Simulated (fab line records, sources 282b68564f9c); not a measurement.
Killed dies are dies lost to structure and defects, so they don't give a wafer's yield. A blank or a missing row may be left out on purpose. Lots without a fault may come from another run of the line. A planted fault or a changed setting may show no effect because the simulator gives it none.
fab line records | flow rit_cmos
record lots=7 wafers=21 last_day=7
route steps=202 shown NSD@138 PSD@142 SDANNEAL@154 M1@202
lots that met no fault: from a run of the same line without faults
start_h: hours from the record's first day to the start of the lot's first wafer shown | wait_h: hours since the lot's step before | " the same as in the row above | L1.1+2: a row that stands for several wafers | - no value, or no start given | * or withheld: withheld | < > ~ a bound
route shown NAME@n: a module of which the file shows steps, and the number in the route of the first | usual: mean/standard deviation of fault-free wafers | same: alike in all rows | chamber/n: place in a boat | sites: the reading at each site | _std_site: their standard deviation | _edge_site: outer sites' mean less inner sites' | radius_mm: how far each site lies from the wafer's centre | mask NAME#n: copy n | behind: the tool/chamber that last shaped the wafer | hold: why the lot was held/for how many hours/how that ended | device: the transistor (n, p or np) that didn't switch | end of line: the same wafers' tests at the end of the route | a step without rows: its recipe alone | killed: dies lost to structure and defects at the first sort, not the wafer's yield | map: a wafer's dies, x killed, . not, _ none there
set.NAME: the setting as run; set.NAME@STEP: as run at that earlier step | model.NAME: the simulator's own value behind a step, which no gauge read
lots at some steps of the route; a table a step, a row a wafer
services: from which hour (start_h, from the record's first day; less than 0 if before it) a tool's chamber was out of use, for how many hours, and why
## steps
# step RIT_NSD_HARDBAKE_07
# recipe resist=NOVOLAK temp_c=140 time_s=60
# step RIT_NSD_IMPLANT_08
# recipe species=P energy_kev=25.33 dose_cm2=1e+15 tilt_deg=7
# step RIT_NSD_STRIP_09
# recipe chemistry=O2 time_s=180 resist=NOVOLAK platen_temp_c=withheld power_w=500 pressure_mtorr=4000 o2_flow_sccm=4000
# usual drypump_motor_current_A=5.3/0.42 o2_flow_sccm=4001/12
# columns lot.wafer tool chamber start_h wait_h drypump_motor_current_A o2_flow_sccm rf_hours_counter_h
L473.3 plasma_asher-01 1 74.30 0.1 4.9 3994 -
L473.4 " 0 " " 5.0 4010 -
L473.6 " 0 " " 5.0 3993 -
L477.3 plasma_asher-03 1 93.67 0.1 5.7 3997 -
L477.4 " 0 " " 5.9 3989 -
L477.5 " 0 " " 5.9 4003 -
L481.3 plasma_asher-01 1 124.66 0.1 4.8 4001 -
L481.4 " 0 " " 5.0 4006 -
L481.5 " 1 " " 4.9 4005 -
L482.4 plasma_asher-04 1 130.35 0.1 5.3 4000 -
L482.5 " 1 " " 5.3 3995 -
L482.6 " 0 " " 5.9 3995 -
L483.3 plasma_asher-01 1 130.85 0.1 4.9 4011 -
L483.4 " 0 " " 5.0 3994 -
L483.5 " 1 " " 4.9 4009 -
L485.1 plasma_asher-03 0 140.96 0.1 5.9 4003 31
L485.3 " 1 " " 5.7 3995 -
L485.5 " 1 " " 5.7 4013 -
L490.1 plasma_asher-04 0 160.74 0.1 5.9 4004 5
L490.2 " 1 " " 5.3 4010 5
L490.5 " 0 " " 5.9 4009 -
# step RIT_NSD_TW_MEAS_10
# usual NSD_TW=3144/22
# columns lot.wafer tool chamber start_h wait_h NSD_TW
L473.3 film_metro-02 - 74.44 0.1 3164
L473.4 " - " " 3159
L473.6 " - " " 3163
L477.3 film_metro-03 - 93.81 0.1 3141
L477.4 " - " " 3137
L477.5 " - " " 3162
L481.3 film_metro-04 - 124.80 0.1 3145
L481.4 " - " " 3132
L481.5 " - " " 3158
L482.4 film_metro-02 - 130.50 0.1 3129
L482.5 " - " " 3145
L482.6 " - " " 3152
L483.3 film_metro-03 - 130.98 0.1 3147
L483.4 " - " " 3156
L483.5 " - " " 3136
L485.1 film_metro-02 - 141.14 0.1 3119
L485.3 " - " " 3148
L485.5 " - " " 3130
L490.1 film_metro-03 - 160.92 0.1 3161
L490.2 " - " " 3172
L490.5 " - " " 3169
# step RIT_PSD_HMDS_00
# recipe prime_time_s=60 prime_temp_c=140
# step RIT_PSD_COAT_01
# recipe resist=NOVOLAK spin_rpm=3250 resist_thk_nm=1000
# step RIT_PSD_SOFTBAKE_02
# recipe resist=NOVOLAK temp_c=90 time_s=60
# step RIT_PSD_EXPOSE_03
# recipe mask_id=M10 na=0.57 target_cd_nm=40900 dose_mj=250
# step RIT_PSD_PEB_04
# recipe resist=NOVOLAK temp_c=withheld time_s=withheld
# step RIT_PSD_DEVELOP_05
# recipe resist=NOVOLAK develop_time_s=50 dev_temp_c=23
# step RIT_PSD_OVL_MEAS_06
# usual PSD_OVL=0.6/1.2
# columns lot.wafer tool chamber start_h wait_h PSD_OVL[nm]
L473.3 overlay-01 - 75.48 - -0.5
L473.4 " - " " 0.8
L473.6 " - " " -0.1
L477.3 overlay-01 - 94.71 - 1.7
L477.4 " - " " -1.0
L477.5 " - " " 0.9
L481.3 overlay-02 - 125.75 - 0.2
L481.4 " - " " 1.4
L481.5 " - " " 1.1
L482.4 overlay-02 - 131.39 - 0.0
L482.5 " - " " -1.2
L482.6 " - " " 2.2
L483.3 overlay-01 - 131.89 - 2.3
L483.4 " - " " 0.8
L483.5 " - " " 0.4
L485.1 overlay-02 - 142.26 - 3.7
L485.3 " - " " 0.1
L485.5 " - " " 0.2
L490.1 overlay-01 - 161.95 - 1.7
L490.2 " - " " 1.2
L490.5 " - " " 2.9
# step RIT_PSD_HARDBAKE_07
# recipe resist=NOVOLAK temp_c=140 time_s=60
# step RIT_PSD_IMPLANT_08
# recipe species=BF2 energy_kev=27 dose_cm2=5e+15 tilt_deg=7
# usual beam_energy_keV=27.001/0.008
# columns lot.wafer tool chamber start_h wait_h beam_energy_keV model.implant.rp_nm model.implant.drp_nm
L473.3 implanter-02 0 75.70 0.1 27.000 22.05 12.05
L473.4 " 0 " " 26.998 22.05 12.05
L473.6 " 0 " " 27.004 22.05 12.05
L477.3 implanter-01 0 94.93 0.1 27.011 22 12.05
L477.4 " 0 " " 27.012 22 12.05
L477.5 " 0 " " 27.002 22 12.05
L481.3 implanter-02 0 125.97 0.1 30.515 24.73 13.13
L481.4 " 0 " " 30.515 24.73 13.13
L481.5 " 0 " " 30.520 24.73 13.13
L482.4 implanter-02 0 131.71 0.2 30.505 24.61 13.13
L482.5 " 0 " " 30.507 24.61 13.13
L482.6 " 0 " " 30.522 24.61 13.13
L483.3 implanter-03 0 132.14 0.1 26.985 21.41 12.05
L483.4 " 0 " " 26.998 21.41 12.05
L483.5 " 0 " " 26.998 21.41 12.05
L485.1 implanter-02 0 142.45 0.1 30.511 23.65 13.13
L485.3 " 0 " " 30.496 23.65 13.13
L485.5 " 0 " " 30.510 23.65 13.13
L490.1 implanter-01 0 162.14 0.1 26.996 21.69 12.05
L490.2 " 0 " " 27.006 21.69 12.05
L490.5 " 0 " " 27.004 21.69 12.05
# step RIT_PSD_STRIP_09
# recipe chemistry=O2 time_s=180 resist=NOVOLAK platen_temp_c=withheld power_w=500 pressure_mtorr=4000 o2_flow_sccm=4000
# usual drypump_motor_current_A=5.4/0.34 o2_flow_sccm=4000/12
# columns lot.wafer tool chamber start_h wait_h drypump_motor_current_A o2_flow_sccm rf_hours_counter_h
L473.3 plasma_asher-04 0 75.86 0.1 5.9 4012 -
L473.4 " 1 " " 5.3 3993 -
L473.6 " 1 " " 5.3 3988 -
L477.3 plasma_asher-04 1 95.09 0.1 5.3 3995 -
L477.4 " 0 " " 5.9 3997 -
L477.5 " 1 " " 5.3 3986 -
L481.3 plasma_asher-02 0 126.13 0.1 5.4 4014 -
L481.4 " 1 " " 5.3 4006 -
L481.5 " 0 " " 5.3 4017 -
L482.4 plasma_asher-02 0 131.92 0.2 5.3 4013 -
L482.5 " 1 " " 5.4 4000 -
L482.6 " 0 " " 5.3 3995 -
L483.3 plasma_asher-01 1 132.30 0.1 4.9 4020 -
L483.4 " 0 " " 5.1 4010 -
L483.5 " 1 " " 4.9 4007 -
L485.1 plasma_asher-01 0 142.60 0.1 5.0 3981 50
L485.3 " 0 " " 5.0 4001 -
L485.5 " 0 " " 5.0 3998 -
L490.1 plasma_asher-04 1 162.29 0.1 5.3 4013 5
L490.2 " 0 " " 5.9 3997 5
L490.5 " 1 " " 5.3 4004 -
# step RIT_PSD_TW_MEAS_10
# usual PSD_TW=3443/21
# columns lot.wafer tool chamber start_h wait_h hold PSD_TW
L473.3 film_metro-02 - 76.00 0.1 - 3471
L473.4 " - " " - 3452
L473.6 " - " " - 3477
L477.3 film_metro-04 - 95.23 0.1 - 3427
L477.4 " - " " - 3443
L477.5 " - " " - 3436
L481.3 film_metro-03 - 126.27 0.1 await_dispo/0.2h/release 3577
L481.4 " - " " await_dispo/0.2h/release 3570
L481.5 " - " " await_dispo/0.2h/release 3566
L481.3 film_metro-03 - 126.50 0.2 - 3566
L481.4 " - " " - 3556
L481.5 " - " " - 3588
L482.4 film_metro-02 - 132.07 0.1 await_dispo/0.2h/release 3544
L482.5 " - " " await_dispo/0.2h/release 3540
L482.6 " - " " await_dispo/0.2h/release 3542
L482.4 film_metro-02 - 132.29 0.2 - 3542
L482.5 " - " " - 3554
L482.6 " - " " - 3560
L483.3 film_metro-04 - 132.44 0.1 - 3429
L483.4 " - " " - 3420
L483.5 " - " " - 3417
L485.1 film_metro-03 - 142.77 0.1 await_dispo/0.2h/release 3572
L485.3 " - " " await_dispo/0.2h/release 3566
L485.5 " - " " await_dispo/0.2h/release 3559
L485.1 film_metro-03 - 143.00 0.2 - 3571
L485.3 " - " " - 3568
L485.5 " - " " - 3555
L490.1 film_metro-04 - 162.47 0.1 - 3414
L490.2 " - " " - 3385
L490.5 " - " " - 3397
# step RIT_SDANNEAL_CLEAN_01
# recipe chemistry=dHF dilution=50:1 time_s=30
# step RIT_SDANNEAL_CLEAN_02
# recipe chemistry=SC2 mix=3:3:50 time_s=600 temp_c=75 dry=n2_spin
# step RIT_SDANNEAL_RTA_03
# recipe temp_c=1050 time_s=5 idle_temp_c=600 ramp_up_c_per_s=342 ramp_down_c_per_s=171 cool_to_c=600 ambient=N2
# usual wafer_temp_C_max=1053.4/1.2
# columns lot.wafer tool chamber start_h wait_h wafer_temp_C_max
L473.3 rtp_anneal-02 0 76.46 0.0 1052.5
L473.4 " 0 " " 1053.8
L473.6 " 0 " " 1053.8
L477.3 rtp_anneal-02 0 95.69 0.0 1054.3
L477.4 " 0 " " 1054.1
L477.5 " 0 " " 1054.3
L481.3 rtp_anneal-02 0 130.92 0.0 1051.4
L481.4 " 0 " " 1052.7
L481.5 " 0 " " 1054.0
L483.3 rtp_anneal-02 0 132.86 0.0 1054.0
L483.4 " 0 " " 1057.0
L483.5 " 0 " " 1052.6
L485.1 rtp_anneal-02 0 145.26 0.0 1055.6
L485.3 " 0 " " 1055.0
L485.5 " 0 " " 1055.1
L490.1 rtp_anneal-01 0 163.08 0.0 1053.1
L490.2 " 0 " " 1054.2
L490.5 " 0 " " 1053.7
# step RIT_SDANNEAL_RS_MEAS_04
# recipe thk_meas_gauge=four-point-probe
# usual PSD_RS=116.06/0.29
# columns lot.wafer tool chamber start_h wait_h hold PSD_RS[ohm/sq]
L473.3 film_metro-03 - 76.54 0.1 - 115.71
L473.4 " - " " - 116.17
L473.6 " - " " - 116.02
L477.3 film_metro-04 - 95.77 0.1 - 116.14
L477.4 " - " " - 116.07
L477.5 " - " " - 116.16
L481.3 film_metro-03 - 131.06 0.1 await_dispo/0.2h/release 108.72
L481.4 " - " " await_dispo/0.2h/release 108.48
L481.5 " - " " await_dispo/0.2h/release 108.56
L481.3 film_metro-03 - 131.42 0.3 - 108.68
L481.4 " - " " - 108.51
L481.5 " - " " - 108.50
L483.3 film_metro-03 - 132.94 0.1 - 115.73
L483.4 " - " " - 115.82
L483.5 " - " " - 115.64
L485.1 film_metro-02 - 145.32 0.0 await_dispo/0.2h/release 109.25
L485.3 " - " " await_dispo/0.2h/release 109.13
L485.5 " - " " await_dispo/0.2h/release 108.91
L485.1 film_metro-02 - 145.60 0.3 - 109.10
L485.3 " - " " - 109.02
L485.5 " - " " - 108.97
L490.1 film_metro-02 - 163.14 0.0 - 115.72
L490.2 " - " " - 115.75
L490.5 " - " " - 115.71
# step RIT_SDANNEAL_RS_MEAS_05
# recipe thk_meas_gauge=four-point-probe
# usual NSD_RS=84.43/0.28
# columns lot.wafer tool chamber start_h wait_h hold NSD_RS[ohm/sq]
L473.3 film_metro-03 - 76.66 0.1 - 84.00
L473.4 " - " " - 84.30
L473.6 " - " " - 84.09
L477.3 film_metro-04 - 95.89 0.1 - 84.53
L477.4 " - " " - 84.66
L477.5 " - " " - 84.51
L483.3 film_metro-03 - 133.06 0.1 - 84.03
L483.4 " - " " - 84.03
L483.5 " - " " - 84.18
L481.3 film_metro-03 - 140.96 9.5 await_dispo/9.4h/release 83.69
L481.4 " - " " await_dispo/9.4h/release 83.95
L481.5 " - " " await_dispo/9.4h/release 83.86
L485.1 film_metro-02 - 148.41 2.8 await_dispo/2.6h/release 84.78
L485.3 " - " " await_dispo/2.6h/release 84.41
L485.5 " - " " await_dispo/2.6h/release 84.45
L490.1 film_metro-02 - 163.26 0.1 - 85.07
L490.2 " - " " - 84.78
L490.5 " - " " - 84.96
# step RIT_M1_PROBE_99
# usual killed_at_M0_to_M3=0.0/0.12 killed_at_contacts=0.1/0.25 killed_at_front_end=7/3.2 killed_dies=7/3.2 killed_open=3.5/2.2 killed_short=3.6/2.1
# same gross_dies=264 killed_at_M4_up=0 killed_at_back_side=0 killed_at_other=0
# columns lot.wafer tool chamber start_h wait_h killed_at_M0_to_M3 killed_at_contacts killed_at_front_end killed_dies killed_open killed_short
L473.3 prober-02 - 84.08 0.2 0 0 6 6 3 3
L473.4 prober-02 - 84.13 0.2 0 0 11 11 7 4
L473.6 prober-02 - 84.23 0.2 0 0 6 6 4 2
L477.3 prober-02 - 103.71 0.2 0 0 8 8 5 3
L477.4 prober-02 - 103.76 0.2 0 1 9 10 4 6
L477.5 prober-02 - 103.81 0.2 0 0 7 7 3 4
L483.3 prober-02 - 141.86 0.2 0 0 7 7 1 6
L483.4 prober-02 - 141.91 0.2 0 0 12 12 5 7
L483.5 prober-02 - 141.96 0.2 0 1 6 7 3 4
L481.3 prober-02 - 148.45 0.2 0 0 12 12 2 10
L481.4 prober-02 - 148.50 0.2 0 0 5 5 1 4
L481.5 prober-02 - 148.55 0.2 0 0 4 4 2 2
L485.1 prober-02 - 156.37 0.1 0 1 7 8 3 5
L485.3 prober-02 - 156.47 0.2 0 0 10 10 5 5
L485.5 prober-02 - 156.57 0.2 1 0 5 6 3 3
L490.1 prober-01 - 170.42 0.1 0 0 8 8 3 5
L490.2 prober-01 - 170.47 0.1 0 0 2 2 0 2
L490.5 prober-01 - 170.62 0.2 0 0 3 3 2 1
# killed by level:class
L473.3 GATE:geometric_particle:open=2 GATE:geometric_particle:short=2 SPACER:geometric_particle:open=1 SPACER:geometric_particle:short=1
L473.4 GATE:geometric_particle:open=3 GATE:geometric_particle:short=2 SPACER:geometric_particle:open=2 FOX1:geometric_particle:open=1 FOX1:geometric_particle:short=1 REOX:geometric_particle:open=1 SILICIDE:geometric_particle:short=1
L473.6 GATE:geometric_particle:open=2 FOX1:geometric_particle:open=1 FOX1:geometric_particle:short=1 GATE:geometric_particle:short=1 SPACER:geometric_particle:open=1
L477.3 GATE:geometric_particle:open=5 FOX1:geometric_particle:short=1 FOX2:geometric_particle:short=1 SPACER:geometric_particle:short=1
L477.4 SILICIDE:geometric_particle:short=3 GATE:geometric_particle:short=2 SILICIDE:geometric_particle:open=2 GATE:geometric_particle:open=1 SPACER:geometric_particle:short=1 CONTACT:geometric_particle:open=1
L477.5 GATE:geometric_particle:open=2 GATE:geometric_particle:short=2 SILICIDE:geometric_particle:short=2 REOX:geometric_particle:open=1
L483.3 GATE:geometric_particle:short=4 FOX1:geometric_particle:open=1 REOX:geometric_particle:short=1 SILICIDE:geometric_particle:short=1
L483.4 FOX1:geometric_particle:short=2 FOX1:geometric_particle:open=2 SILICIDE:geometric_particle:short=2 FOX2:geometric_particle:short=1 FOX2:geometric_particle:open=1 REOX:geometric_particle:short=1 SPACER:geometric_particle:short=1 SPACER:geometric_particle:open=1
L483.5 GATE:geometric_particle:short=2 GATE:geometric_particle:open=2 FOX2:geometric_particle:short=1 REOX:geometric_particle:open=1 CONTACT:geometric_particle:short=1
L481.3 SILICIDE:geometric_particle:short=5 FOX2:geometric_particle:short=2 GATE:geometric_particle:short=2 FOX1:geometric_particle:short=1 GATE:geometric_particle:open=1 SPACER:geometric_particle:open=1
L481.4 GATE:geometric_particle:short=3 FOX1:geometric_particle:open=1 SPACER:geometric_particle:short=1
L481.5 GATE:geometric_particle:short=2 GATE:geometric_particle:open=1 SPACER:geometric_particle:open=1
L485.1 SPACER:geometric_particle:short=2 SPACER:geometric_particle:open=2 FOX1:geometric_particle:short=1 SILICIDE:geometric_particle:open=1 SILICIDE:geometric_particle:short=1 CONTACT:geometric_particle:short=1
L485.3 GATE:geometric_particle:short=3 FOX1:geometric_particle:open=2 GATE:geometric_particle:open=2 REOX:geometric_particle:open=1 REOX:geometric_particle:short=1 SPACER:geometric_particle:short=1
L485.5 FOX1:geometric_particle:short=1 FOX2:geometric_particle:open=1 REOX:geometric_particle:open=1 SILICIDE:geometric_particle:short=1 SILICIDE:geometric_particle:open=1 M1:geometric_particle:short=1
L490.1 GATE:geometric_particle:short=4 SILICIDE:geometric_particle:open=2 GATE:geometric_particle:open=1 SPACER:geometric_particle:short=1
L490.2 FOX2:geometric_particle:short=1 GATE:geometric_particle:short=1
L490.5 FOX2:geometric_particle:open=1 FOX2:geometric_particle:short=1 REOX:geometric_particle:open=1
## services
# columns tool chamber start_h hours kind
implanter-03 - 50.85 3.1 repair
plasma_asher-04 - 51.11 3.1 repair
implanter-03 - 51.98 1.2 repair
implanter-01 - 66.67 3.3 pm
implanter-03 - 67.06 5.6 pm
plasma_asher-03 - 69.14 3.4 repair
plasma_asher-04 - 77.09 1.1 repair
rtp_anneal-02 - 80.50 6.7 pm
implanter-01 - 92.11 1.5 repair
implanter-01 - 98.33 10.6 repair
implanter-03 - 106.03 3.0 repair
plasma_asher-04 - 108.75 9.0 pm
plasma_asher-04 0 108.75 9.0 vent_cycle
plasma_asher-04 1 108.75 9.0 vent_cycle
plasma_asher-04 0 117.75 - clean
plasma_asher-04 1 117.75 - clean
plasma_asher-03 - 121.61 15.6 pm
implanter-01 - 124.51 4.6 pm
implanter-03 - 128.25 2.3 repair
plasma_asher-04 - 131.12 4.3 pm
plasma_asher-03 - 146.76 0.7 repair
implanter-02 - 155.14 5.4 pm
plasma_asher-01 - 160.90 2.8 pm
## key
first_sign step=RIT_PSD_IMPLANT_08 reading=beam_energy_keV direction=up sigmas=99+ usual=27.001 struck=30.511
effect step=RIT_PSD_TW_MEAS_10 reading=visit direction=added
effect step=RIT_PSD_TW_MEAS_10 reading=PSD_TW direction=up sigmas=5.5 usual=3443 struck=3560
effect step=RIT_SDANNEAL_RS_MEAS_04 reading=visit direction=added
effect step=RIT_SDANNEAL_RS_MEAS_04 reading=PSD_RS direction=down sigmas=25 usual=116.06 struck=108.84
model_effect step=RIT_PSD_IMPLANT_08 value=implant.rp_nm without=22.07 struck=24.33
met_at RIT_PSD_IMPLANT_08
struck_wafers L481.3,L481.4,L481.5,L482.4,L482.5,L482.6,L485.1,L485.3,L485.5
rows_end L482.4,L482.5,L482.6
tester_left_out L481,L485
onset_between 75.70 125.97
fault kind=process_parameter_drift tool=implanter-02 chamber=- onset_h=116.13 steps=RIT_PSD_IMPLANT_08 channel=energy_kev offset=3.51 shape=step end_h=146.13 acts_in=these_recipes_only stated=27
# tester_left_out: of these lots the tester's yield and bins aren't shown, on N5 and GAA mostly nor the transistor test; their killed dies are dies lost to structure and defects alone, not to doping, threshold or leakage, so they don't give the yield
# rows_end: these wafers met a further fault down the route, and their rows from its step on are left out
